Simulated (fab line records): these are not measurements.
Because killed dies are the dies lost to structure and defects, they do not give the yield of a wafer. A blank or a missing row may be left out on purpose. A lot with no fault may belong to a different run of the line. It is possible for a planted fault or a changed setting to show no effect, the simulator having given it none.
Which of the tools did it? || flow berkeley_cmos170 || Sampling: 7 lots, 21 wafers, 4 of 331 route steps

== WHAT THE GAUGES READ, wafer by wafer ==
UCB170_NVT_OVL_MEAS_06.
{"lot": "L907", "measured": "day 7 03:27", "on": "overlay-01", "NVT_OVL (nm)": "-1 9 1"}
{"lot": "L909", "measured": "day 7 03:31", "on": "overlay-01", "NVT_OVL (nm)": "3 8 6"}
{"lot": "L915", "measured": "day 8 13:43", "on": "overlay-02", "NVT_OVL (nm)": "8 11 11"}
{"lot": "L919", "measured": "day 8 14:15", "on": "overlay-02", "NVT_OVL (nm)": "-1 0 -6"}
{"lot": "L923", "measured": "day 10 03:40", "on": "overlay-02", "NVT_OVL (nm)": "3 14 12"}
{"lot": "L926", "measured": "day 10 11:43", "on": "overlay-02", "NVT_OVL (nm)": "3 5 -3"}
{"lot": "L929", "measured": "day 11 06:59", "on": "overlay-01", "NVT_OVL (nm)": "3 0 -3"}

== WHAT TOOL EACH LOT RAN ON (gives the tool, then ch and the chambers of the sampled wafers, and finally the start) ==
{"lot": "L907", "UCB170_ZERO_COAT_01": "litho_track-03 ch 0, day 2 03:30", "UCB170_ZERO_STRIP_07": "plasma_asher-02 ch 1, day 2 05:38", "UCB170_PWELL_ETCH_14": "rie_diel-04 ch 0,3, day 3 23:05"}
{"lot": "L909", "UCB170_ZERO_COAT_01": "litho_track-03 ch 0, day 2 13:18", "UCB170_ZERO_STRIP_07": "plasma_asher-02 ch 0, day 2 14:20", "UCB170_PWELL_ETCH_14": "rie_diel-04 ch 1,2, day 3 23:48"}
{"lot": "L915", "UCB170_ZERO_COAT_01": "litho_track-01 ch 0, day 3 23:13", "UCB170_ZERO_STRIP_07": "plasma_asher-02 ch 1, day 4 00:17", "UCB170_PWELL_ETCH_14": "rie_diel-04 ch 1,2, day 5 12:43"}
{"lot": "L919", "UCB170_ZERO_COAT_01": "litho_track-01 ch 0, day 4 10:54", "UCB170_ZERO_STRIP_07": "plasma_asher-02 ch 0,1, day 4 11:45", "UCB170_PWELL_ETCH_14": "rie_diel-03 ch 2,3, day 5 22:56"}
{"lot": "L923", "UCB170_ZERO_COAT_01": "litho_track-03 ch 0, day 5 10:19", "UCB170_ZERO_STRIP_07": "plasma_asher-02 ch 0,1, day 5 11:20", "UCB170_PWELL_ETCH_14": "rie_diel-04 ch 0,1,2, day 7 01:49"}
{"lot": "L926", "UCB170_ZERO_COAT_01": "litho_track-02 ch 0, day 6 02:20", "UCB170_ZERO_STRIP_07": "plasma_asher-03 ch 0,1, day 6 03:10", "UCB170_PWELL_ETCH_14": "rie_diel-04 ch 1,2, day 7 11:35"}
{"lot": "L929", "UCB170_ZERO_COAT_01": "litho_track-02 ch 0, day 6 15:09", "UCB170_ZERO_STRIP_07": "plasma_asher-03 ch 1, day 6 16:16", "UCB170_PWELL_ETCH_14": "rie_diel-04 ch 0,2, day 8 02:42"}
- UCB170_ZERO_COAT_01: resist thk 900 nm.
- UCB170_ZERO_STRIP_07: strips in O2.
- UCB170_PWELL_ETCH_14: etches Si3N4 in CH3F/Ar/O2, stops on SiO2, target depth 242 nm, time 151 s.

== THE ANSWER, worked out from the rows above alone ==
Rule: the lots themselves supply what counts as usual. The widest of any qualifying gaps counts: lots, ordered by their means at a reading, are off when they make up no more than a third of the lots, leave a main group of 4 or more, and stand apart from it by 3 or more times the standard deviation of that group's means. A main group whose means are all the same, to the digits that the tables above print for the reading, isn't used. Also off: a lot with no number at a reading for which 4 or more lots have one. Any other lot the step has rows for is counted as sound.
Across all readings shown, no lot is off: no conclusion can be drawn from this.

== WHAT HAD BEEN PUT IN BY THE SIMULATOR ==
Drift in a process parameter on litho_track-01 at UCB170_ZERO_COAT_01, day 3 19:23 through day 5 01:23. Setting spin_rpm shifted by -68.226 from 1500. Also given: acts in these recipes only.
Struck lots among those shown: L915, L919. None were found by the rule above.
